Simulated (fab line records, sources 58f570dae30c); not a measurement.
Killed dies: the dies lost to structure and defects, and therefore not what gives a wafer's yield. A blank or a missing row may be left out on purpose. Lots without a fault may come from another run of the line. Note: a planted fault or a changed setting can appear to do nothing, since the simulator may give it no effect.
Comparing a struck lot with a sound one / flow berkeley_cmos170 / 14 out of 331 route steps
Sound: wafers L344.2, L344.3, L344.4. Struck: wafers L346.1, L346.3, L346.6. At the end, the cause is stated.
Per side, at each step with rows, come the tool, then ch with its chambers, and then its first start. Under that, the readings that differ: sound wafers / struck wafers / difference of the means / sigmas: that difference in standard deviations of wafers without a fault.
alike: a reading whose means differ by less than 2 such deviations, as well as words and numbers matching on both sides. not compared: withheld readings; readings where some wafer has no value; bounds like >300 that might hide an equal value; numbers whose values overlap and for which the record gives no deviation.
The two part at a step that has a row with sigmas, a row that says differs or no value, or rows on one side only. Numbers that don't overlap but have no deviation are shown without sigmas and don't part them. Lack of a reading on every wafer of one side parts them only where that side has two or more wafers.

UCB170_V1_BOW_MEAS_03:
  sound on film_metro-02, day 9 11:13; struck on film_metro-04, day 9 11:30
reading=V1_BOW (um); sound=15 9 6; struck=26 17 30; difference=+14; sigmas=+2
UCB170_V1_THK_MEAS_04:
  sound on film_metro-02, day 9 11:20; struck on film_metro-04, day 9 11:37
  alike: V1_POLISHED_THK
then, 7 steps without rows for these wafers: UCB170_V1_CLEAN_05 (cleans in DIW); UCB170_V1_HMDS_06 (prime time 60 s); UCB170_V1_COAT_07 (resist thk 900 nm); UCB170_V1_SOFTBAKE_08 (time 60 s); UCB170_V1_EXPOSE_09 (exposes mask VIA1, target cd 700 nm); UCB170_V1_PEB_10; UCB170_V1_DEVELOP_11 (develop time 47.2 s).
UCB170_V1_CD_MEAS_12: target cd 700 nm.
  sound on cd_sem-01, day 9 13:05; struck on cd_sem-02, day 9 14:11
  alike: cd_nm
UCB170_V1_OVL_MEAS_13:
  sound on overlay-01, day 9 13:11; struck on overlay-02, day 9 14:19
  alike: V1_OVL
UCB170_V1_ETCH_14: etches SiO2 in CHF3/CF4/Ar, stops on Al, target depth 1250 nm, time 291 s.
  sound on rie_diel-04 ch 0,2, day 9 13:13; struck on rie_diel-04 ch 2,3, day 9 14:20
  alike: drypump_motor_current_A, oes_product_au, throttle_valve_pct
  not compared: rf_hours_counter_h
UCB170_V1_STRIP_15: strips in O2.
  sound on plasma_asher-02 ch 0,1, day 9 13:24; struck on plasma_asher-02 ch 0,1, day 9 14:31
  no value came back on the struck wafers for chamber_pressure_mTorr (mTorr), drypump_motor_current_A (A), oes_product_au (a.u.), strip_time_to_endpoint_s (s); on the sound wafers chamber_pressure_mTorr (mTorr) reads 3497 3498 3501
reading=model.KrF_of_V1_COAT_07.thk_nm (nm); sound=0 0 0; struck=608.8 604.6 600.8; difference=+604.7; sigmas=
  not compared: rf_hours_counter_h
UCB170_V1_CD_MEAS_90: target cd 700 nm.
  sound on cd_sem-02, day 9 13:31; struck on cd_sem-01, day 9 14:39
  alike: cd_nm

## WHERE THEY PART
Earliest at UCB170_V1_BOW_MEAS_03; latest, in this record, at UCB170_V1_STRIP_15. Later steps at which nothing parts them and some readings are alike: UCB170_V1_CD_MEAS_90.

WHY: what had been put in by the simulator
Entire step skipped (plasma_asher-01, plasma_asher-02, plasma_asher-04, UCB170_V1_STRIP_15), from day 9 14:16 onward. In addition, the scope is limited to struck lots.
